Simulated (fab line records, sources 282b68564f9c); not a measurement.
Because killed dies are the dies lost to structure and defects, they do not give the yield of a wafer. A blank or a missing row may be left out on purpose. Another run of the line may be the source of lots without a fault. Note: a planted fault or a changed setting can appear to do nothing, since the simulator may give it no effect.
fab line records + flow ritCmos + part 2 of 2: steps 38 to 50 of 50
record
- lots=5
- wafers=15
- lastDay=7
route steps=202 shown GATE@90 REOX@98 NLDD@103 PLDD@114 SPACER@125 NSD@131
lots untouched by any fault: they come from a run of this same line in which no faults occurred
startH: hours from the record's opening day to when the first of the lot's shown wafers began + waitH: hours elapsed since this lot's preceding step + " identical to the entry in the row above + L1.1+2: several wafers, shown together as one row + - value missing, or start not given + * or withheld: withheld + < > ~ a bound
route shown NAME@n: NAME is a module with steps in the file, n the number in the route of the first one + usual: mean and standard deviation over wafers with no fault + same: alike in all rows + chamber/n: place in a boat + sites: per-site readings + _std_site: how widely they spread, as a standard deviation + _edge_site: the outer-site mean with the inner-site mean subtracted + radiusMm: how far each site lies from the wafer's centre + mask NAME#n: copy n + behind: tool/chamber where the wafer was last shaped + hold: why the lot was held/for how many hours/how that ended + device: transistor that didn't switch, given as n, p or np + end of line: the tests these same wafers got at the end of their route + step lacking rows: just its recipe + killed: dies lost to structure and defects at the first sort, not the wafer's yield + map: per-die view of a wafer (x killed, . not killed, _ where there is no die)
set.NAME: setting as actually run; set.NAME@STEP: the setting as run at that earlier step + model.NAME: the simulator's own value behind a step, which no gauge read
lots at some steps of the route; a table a step, a row a wafer
services: when a tool's chamber went out of use (startH, in hours from the record's first day, below 0 if earlier), for how many hours, and the reason
## steps
# step RIT_SPACER_CLEAN_02
# recipe
- chemistry=SC2
- mix=3:3:50
- timeS=600
- tempC=75
- dry=n2Spin
| lot.wafer  | tool        | chamber | startH | waitH |
|------------|-------------|---------|--------|-------|
| L076.1+4+6 | wetBench-03 | 2       | 56.58  | 0.0   |
| L079.2+3+4 | wetBench-01 | 3       | 69.29  | 0.0   |
| L087.1+4+6 | wetBench-02 | 1       | 109.45 | 0.0   |
| L095.2+3+6 | wetBench-01 | 1       | 149.43 | 0.0   |
| L096.2+4+5 | wetBench-01 | 1       | 153.41 | 0.0   |
# step RIT_SPACER_CVD_03
# recipe
- material=Si3N4
- targetThkNm=250
- tempC=810
- precursor=SiH2Cl2/NH3
- timeS=3300
- pressureMtorr=300
- sih2cl2FlowSccm=60
- nh3FlowSccm=150
# usual
- nh3FlowSccm=150.1/0.38
- spikeTcLoadC=834.2/1.9
- zonePowerCentrePct=39.3/1.8
- zonePowerSourcePct=21.1/1.4
| lot.wafer | tool     | chamber | startH | waitH | nh3FlowSccm | spikeTcLoadC | zonePowerCentrePct | zonePowerSourcePct |
|-----------|----------|---------|--------|-------|-------------|--------------|--------------------|--------------------|
| L076.1    | lpcvd-01 | 0       | 56.79  | 0.0   | 149.7       | 834.7        | 36.8               | 21.4               |
| L076.4    | "        | 0       | "      | "     | 149.5       | 835.1        | 37.2               | 21.3               |
| L076.6    | "        | 0       | "      | "     | 150.0       | 835.1        | 36.6               | 21.4               |
| L079.2    | lpcvd-01 | 0       | 69.46  | 0.0   | 150.0       | 834.7        | 36.9               | 21.2               |
| L079.3    | "        | 0       | "      | "     | 150.2       | 835.5        | 37.0               | 21.1               |
| L079.4    | "        | 0       | "      | "     | 150.3       | 835.2        | 36.9               | 20.8               |
| L087.1    | lpcvd-01 | 1       | 109.62 | 0.0   | 150.1       | 831.2        | 38.3               | 19.7               |
| L087.4    | "        | 1       | "      | "     | 149.9       | 830.9        | 38.1               | 19.9               |
| L087.6    | "        | 1       | "      | "     | 149.3       | 833.9        | 37.8               | 20.1               |
| L095.2    | lpcvd-02 | 1       | 149.61 | 0.0   | 149.9       | 834.5        | 40.2               | 19.5               |
| L095.3    | "        | 1       | "      | "     | 149.8       | 835.6        | 40.2               | 19.0               |
| L095.6    | "        | 1       | "      | "     | 149.6       | 834.8        | 40.3               | 18.9               |
| L096.2    | lpcvd-02 | 0       | 153.59 | 0.0   | 150.0       | 833.4        | 39.9               | 22.5               |
| L096.4    | "        | 0       | "      | "     | 150.6       | 836.5        | 41.1               | 22.7               |
| L096.5    | "        | 0       | "      | "     | 150.4       | 833.1        | 40.8               | 22.6               |
# step RIT_SPACER_THK_MEAS_04
# recipe
- reads=Si3N4_of_SPACER_CVD_03
# usual
- SPACER_NITRIDE_THK=249.1/2.9
| lot.wafer | tool         | chamber | startH | waitH | SPACER_NITRIDE_THK[nm] |
|-----------|--------------|---------|--------|-------|------------------------|
| L076.1    | filmMetro-04 | -       | 58.70  | 0.0   | 246.3                  |
| L076.4    | "            | -       | "      | "     | 243.7                  |
| L076.6    | "            | -       | "      | "     | 245.9                  |
| L079.2    | filmMetro-02 | -       | 71.39  | 0.0   | 244.9                  |
| L079.3    | "            | -       | "      | "     | 243.7                  |
| L079.4    | "            | -       | "      | "     | 244.7                  |
| L087.1    | filmMetro-01 | -       | 111.54 | 0.0   | 247.3                  |
| L087.4    | "            | -       | "      | "     | 247.8                  |
| L087.6    | "            | -       | "      | "     | 248.9                  |
| L095.2    | filmMetro-04 | -       | 151.54 | 0.0   | 244.6                  |
| L095.3    | "            | -       | "      | "     | 244.7                  |
| L095.6    | "            | -       | "      | "     | 242.9                  |
| L096.2    | filmMetro-02 | -       | 155.51 | 0.0   | 251.5                  |
| L096.4    | "            | -       | "      | "     | 250.4                  |
| L096.5    | "            | -       | "      | "     | 251.0                  |
# step RIT_SPACER_ETCHBACK_05
# recipe
- targetDepthA=2500
- SF6_flow_sccm=30
- CHF3_flow_sccm=30
- target=Si3N4
- chemistry=SF6/CHF3
- pressureMtorr=40
- rfW=250
- timeS=240
- stopOn=SiO2
# usual
- CHF3_flow_sccm=30.01/0.091
- drypumpMotorCurrentA=5.82/0.29
- oesProductAu=0.846/0.017
- throttleValvePct=10.18/0.12
| lot.wafer | tool       | chamber | startH | waitH | CHF3_flow_sccm | drypumpMotorCurrentA | oesProductAu | rfHoursCounterH | throttleValvePct |
|-----------|------------|---------|--------|-------|----------------|----------------------|--------------|-----------------|------------------|
| L076.1    | rieDiel-02 | 1       | 58.76  | 0.1   | 30.15          | 5.84                 | 0.842        | 53              | 9.98             |
| L076.4    | "          | 0       | "      | "     | 29.92          | 6.40                 | 0.824        | 138             | 10.18            |
| L076.6    | "          | 2       | "      | "     | 29.80          | 5.47                 | 0.809        | -               | 10.16            |
| L079.2    | rieDiel-01 | 0       | 71.44  | 0.0   | 30.02          | 5.70                 | 0.833        | 114             | 9.96             |
| L079.3    | "          | 3       | "      | "     | 29.91          | 6.37                 | 0.823        | 65              | 10.08            |
| L079.4    | "          | 2       | "      | "     | 30.01          | 5.40                 | 0.838        | 5               | 10.12            |
| L087.1    | rieDiel-04 | 0       | 111.60 | 0.1   | 29.95          | 5.86                 | 0.850        | 122             | 10.30            |
| L087.4    | "          | 3       | "      | "     | 29.88          | 5.80                 | 0.872        | 60              | 10.18            |
| L087.6    | "          | 3       | "      | "     | 30.03          | 5.81                 | 0.865        | -               | 10.18            |
| L095.2    | rieDiel-02 | 3       | 151.59 | 0.0   | 30.07          | 5.47                 | 0.837        | 98              | 10.40            |
| L095.3    | "          | 1       | "      | "     | 30.03          | 5.82                 | 0.841        | 55              | 9.98             |
| L095.6    | "          | 3       | "      | "     | 29.96          | 5.45                 | 0.843        | -               | 10.38            |
| L096.2    | rieDiel-04 | 3       | 155.56 | 0.0   | 30.00          | 5.79                 | 0.879        | 60              | 10.18            |
| L096.4    | "          | 0       | "      | "     | 30.00          | 5.86                 | 0.861        | 123             | 10.31            |
| L096.5    | "          | 0       | "      | "     | 30.01          | 5.86                 | 0.852        | -               | 10.30            |
# step RIT_NSD_HMDS_00
# recipe
- primeTimeS=60
- primeTempC=140
| lot.wafer  | tool          | chamber | startH | waitH |
|------------|---------------|---------|--------|-------|
| L076.1+4+6 | lithoTrack-03 | 0       | 58.91  | 0.1   |
| L079.2+3+4 | lithoTrack-01 | 0       | 71.61  | 0.1   |
| L087.1+4+6 | lithoTrack-03 | 0       | 111.75 | 0.1   |
| L095.2+3+6 | lithoTrack-01 | 0       | 151.76 | 0.1   |
| L096.2+4+5 | lithoTrack-02 | 0       | 155.74 | 0.1   |
# step RIT_NSD_COAT_01
# recipe
- resist=NOVOLAK
- spinRpm=3250
- resistThkNm=1000
| lot.wafer  | tool          | chamber | startH | waitH |
|------------|---------------|---------|--------|-------|
| L076.1+4+6 | lithoTrack-03 | 0       | 59.06  | 0.1   |
| L079.2+3+4 | lithoTrack-01 | 0       | 71.76  | 0.1   |
| L087.1+4+6 | lithoTrack-03 | 0       | 111.90 | 0.1   |
| L095.2+3+6 | lithoTrack-01 | 0       | 151.91 | 0.1   |
| L096.2+4+5 | lithoTrack-02 | 0       | 155.89 | 0.1   |
# step RIT_NSD_SOFTBAKE_02
# recipe
- resist=NOVOLAK
- tempC=90
- timeS=60
| lot.wafer  | tool          | chamber | startH | waitH |
|------------|---------------|---------|--------|-------|
| L076.1+4+6 | lithoTrack-03 | 0       | 59.21  | 0.1   |
| L079.2+3+4 | lithoTrack-01 | 0       | 71.91  | 0.1   |
| L087.1+4+6 | lithoTrack-03 | 0       | 112.05 | 0.1   |
| L095.2+3+6 | lithoTrack-01 | 0       | 152.06 | 0.1   |
| L096.2+4+5 | lithoTrack-02 | 0       | 156.04 | 0.1   |
# step RIT_NSD_EXPOSE_03
# recipe
- maskId=M9
- na=0.57
- targetCdNm=40700
- doseMj=250
| lot.wafer  | tool            | chamber | startH | waitH | mask |
|------------|-----------------|---------|--------|-------|------|
| L076.1+4+6 | ilineStepper-02 | 0       | 59.49  | 0.2   | M9#0 |
| L079.2+3+4 | ilineStepper-02 | 0       | 72.18  | 0.2   | M9#0 |
| L087.1+4+6 | ilineStepper-02 | 0       | 112.32 | 0.2   | M9#0 |
| L095.2+3+6 | ilineStepper-01 | 0       | 152.20 | 0.1   | M9#0 |
| L096.2+4+5 | ilineStepper-01 | 0       | 156.18 | 0.1   | M9#0 |
# step RIT_NSD_PEB_04
# recipe
- resist=NOVOLAK
- tempC=withheld
- timeS=withheld
| lot.wafer  | tool          | chamber | startH | waitH |
|------------|---------------|---------|--------|-------|
| L076.1+4+6 | lithoTrack-03 | 0       | 59.60  | 0.1   |
| L079.2+3+4 | lithoTrack-02 | 0       | 72.30  | 0.1   |
| L087.1+4+6 | lithoTrack-03 | 0       | 112.44 | 0.1   |
| L095.2+3+6 | lithoTrack-03 | 0       | 152.33 | 0.1   |
| L096.2+4+5 | lithoTrack-02 | 0       | 156.31 | 0.1   |
# step RIT_NSD_DEVELOP_05
# recipe
- resist=NOVOLAK
- developTimeS=50
- devTempC=23
| lot.wafer  | tool          | chamber | startH | waitH |
|------------|---------------|---------|--------|-------|
| L076.1+4+6 | lithoTrack-03 | 0       | -      | -     |
| L079.2+3+4 | lithoTrack-02 | 0       | -      | -     |
| L087.1+4+6 | lithoTrack-03 | 0       | -      | -     |
| L095.2+3+6 | lithoTrack-03 | 0       | -      | -     |
| L096.2+4+5 | lithoTrack-02 | 0       | -      | -     |
# step RIT_NSD_OVL_MEAS_06
# usual
- NSD_OVL=0.8/1.4
| lot.wafer | tool       | chamber | startH | waitH | NSD_OVL[nm] |
|-----------|------------|---------|--------|-------|-------------|
| L076.1    | overlay-02 | -       | 59.89  | -     | -0.4        |
| L076.4    | "          | -       | "      | "     | -1.2        |
| L076.6    | "          | -       | "      | "     | -2.7        |
| L079.2    | overlay-01 | -       | 72.57  | -     | 1.2         |
| L079.3    | "          | -       | "      | "     | 2.1         |
| L079.4    | "          | -       | "      | "     | 2.2         |
| L087.1    | overlay-01 | -       | 112.72 | -     | 0.8         |
| L087.4    | "          | -       | "      | "     | 0.1         |
| L087.6    | "          | -       | "      | "     | -0.1        |
| L095.2    | overlay-02 | -       | 152.59 | -     | 0.4         |
| L095.3    | "          | -       | "      | "     | -0.7        |
| L095.6    | "          | -       | "      | "     | 0.9         |
| L096.2    | overlay-01 | -       | 156.57 | -     | 0.8         |
| L096.4    | "          | -       | "      | "     | 0.4         |
| L096.5    | "          | -       | "      | "     | 0.3         |
# step RIT_NSD_HARDBAKE_07
# recipe
- resist=NOVOLAK
- tempC=140
- timeS=60
| lot.wafer  | tool          | chamber | startH | waitH |
|------------|---------------|---------|--------|-------|
| L076.1+4+6 | lithoTrack-03 | 0       | 59.92  | 0.0   |
| L079.2+3+4 | lithoTrack-03 | 0       | 72.62  | 0.0   |
| L087.1+4+6 | lithoTrack-01 | 0       | 112.76 | 0.0   |
| L095.2+3+6 | lithoTrack-03 | 0       | 152.65 | 0.0   |
| L096.2+4+5 | lithoTrack-03 | 0       | 156.62 | 0.0   |
# step RIT_NSD_IMPLANT_08
# recipe
- species=P
- energyKev=25
- doseCm2=1e+15
- tiltDeg=7
| lot.wafer  | tool         | chamber | startH | waitH |
|------------|--------------|---------|--------|-------|
| L076.1+4+6 | implanter-04 | 0       | 60.07  | 0.1   |
| L079.2+3+4 | implanter-04 | 0       | 72.77  | 0.1   |
| L087.1+4+6 | implanter-02 | 0       | 112.91 | 0.1   |
| L095.2+3+6 | implanter-01 | 0       | 152.80 | 0.1   |
| L096.2+4+5 | implanter-04 | 0       | 156.77 | 0.1   |
## services
| tool            | chamber | startH | hours | kind   |
|-----------------|---------|--------|-------|--------|
| plasmaAsher-01  | -       | 26.78  | 5.5   | repair |
| rieDiel-04      | -       | 28.55  | 2.8   | pm     |
| furnace-03      | -       | 31.35  | 3.0   | pm     |
| rieDiel-01      | 0       | 35.39  | 15.6  | repair |
| implanter-02    | -       | 43.73  | 0.7   | repair |
| implanter-03    | -       | 44.16  | 9.5   | repair |
| wetBench-04     | -       | 46.02  | 2.9   | repair |
| ilineStepper-02 | -       | 47.05  | 1.7   | pm     |
| rieDiel-02      | 2       | 48.25  | 9.4   | repair |
| rieSi-01        | 0       | 60.62  | 14.0  | repair |
| rieDiel-02      | -       | 62.39  | 2.6   | repair |
| implanter-04    | -       | 65.94  | 1.4   | repair |
| plasmaAsher-02  | -       | 69.46  | 7.5   | repair |
| furnace-02      | -       | 72.28  | 2.9   | pm     |
| rieDiel-04      | 2       | 81.07  | 4.4   | repair |
| implanter-04    | -       | 86.29  | 2.8   | repair |
| furnace-02      | -       | 87.88  | 3.8   | pm     |
| plasmaAsher-03  | -       | 93.85  | 2.8   | pm     |
| rieDiel-04      | -       | 103.65 | 0.6   | repair |
| plasmaAsher-02  | -       | 108.75 | 9.0   | pm     |
| ilineStepper-01 | -       | 122.91 | 1.7   | pm     |
| implanter-03    | -       | 126.30 | 4.0   | pm     |
| plasmaAsher-04  | -       | 143.73 | 0.8   | repair |
| rieDiel-02      | 0       | 144.55 | 7.6   | repair |
